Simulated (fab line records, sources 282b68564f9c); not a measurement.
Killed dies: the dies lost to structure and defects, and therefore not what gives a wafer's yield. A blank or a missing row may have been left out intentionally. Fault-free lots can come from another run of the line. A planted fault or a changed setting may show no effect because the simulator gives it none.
Problem report in the 8D (eight disciplines) form, filled by code / flow ritCmos / the parts of the form that need people (team, actions taken, sign-off) are left out

## 1. PROBLEM STATEMENT
At RIT_M1_DEVELOP_08, developerTempC averages 22.30 C over 6 wafers from 2 lots, while fault-free wafers read 23.00 C, standard deviation 0.1. Measured from the usual mean, that is -7.0 standard deviations.
The step: develop time 68 s.
Earliest sighting: wafer L843.2 on lithoTrack-03 at day 6 05:00. At this step, 42 wafers from 14 lots have a number in the record. Rule for "out" (also "out of limits"): further than 4 standard deviations from the usual mean. All remaining wafers that have a number are taken as sound.

## 2. WHAT IT IS; WHAT IT IS NOT
question=which readings at this step | is=developerTempC | is not=-
question=which lots | is=L843, L847 | is not=L829, L830, L832, L834, L836, L837, L839, L840, L841, L844, L848, L849
question=which wafers of those lots | is=all that have a number | is not=-
question=read on which tools | is=lithoTrack-03 | is not=lithoTrack-02, lithoTrack-04
question=when | is=from day 6 05:00 | is not=up to then (27 sound wafers); but 9 sound wafers of L844, L848, L849 came after

## 3. WHAT RULES OUT EACH SUSPECT
Counting: a tool at a process step up to the reading stays a suspect if it ran every lot that is out and no sound lot after the first of them.
- rtpAnneal-02 at RIT_SILICIDE_RTA_06 (time 10 s, ramp up 5 s, ramp down 10 s): ruled out as a lasting fault. Following L843 (day 6 01:58), the first lot on it that is out, the sound lots L849 were run on it.
- pvdSputter-01 at RIT_M1_SPUTTER_00 (material Al, target thk 400 nm, time 500 s): ruled out as a lasting fault. Following L843 (day 6 04:30), the first lot on it that is out, the sound lots L849 were run on it.
- lithoTrack-03 at RIT_M1_DEVELOP_08 (develop time 68 s): kept. Every lot that is out went through it, starting with L843 (day 6 05:00), and after that it ran no sound lot; the last sound lot it ran before then is L841 (day 5 19:00). Out on those wafers are its own readings of developerTempC.
After counting, what remains is lithoTrack-03 at RIT_M1_DEVELOP_08.

## 4. THE CAUSE (what the simulator had put in)
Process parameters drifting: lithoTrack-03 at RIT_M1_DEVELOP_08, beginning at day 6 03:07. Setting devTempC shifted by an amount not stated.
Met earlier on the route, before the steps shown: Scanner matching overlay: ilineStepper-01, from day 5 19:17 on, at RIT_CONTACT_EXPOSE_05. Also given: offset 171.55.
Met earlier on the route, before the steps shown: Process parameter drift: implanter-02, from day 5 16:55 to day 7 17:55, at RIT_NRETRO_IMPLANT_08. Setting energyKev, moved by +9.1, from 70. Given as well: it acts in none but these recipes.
The count eliminated every tool but this one.

## 5. SEQUENCE OF EFFECTS, ordered by route
One row per reading whose mean, taken over the struck wafers that have a number, lies over 3 standard deviations from the usual. Readings are gone through only where the record gives a usual standard deviation; hours: the median, over the lots, of the time from a lot's start at the first step in this table giving one to that lot's start at this step; sigmas: the change measured in usual standard deviations.
hours=0; step=RIT_M1_DEVELOP_08; reading=developerTempC; usual=23.00 C; on struck wafers=22.30; change=-0.70; sigmas=-7.0
It contains these process steps:
- RIT_M1_DEVELOP_08: develop time 68 s.

## 6. HOW IT WOULD HAVE BEEN CAUGHT EARLIER
In this record the first reading out of limits was taken at day 6 05:00, 2 hours after the fault began at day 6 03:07.
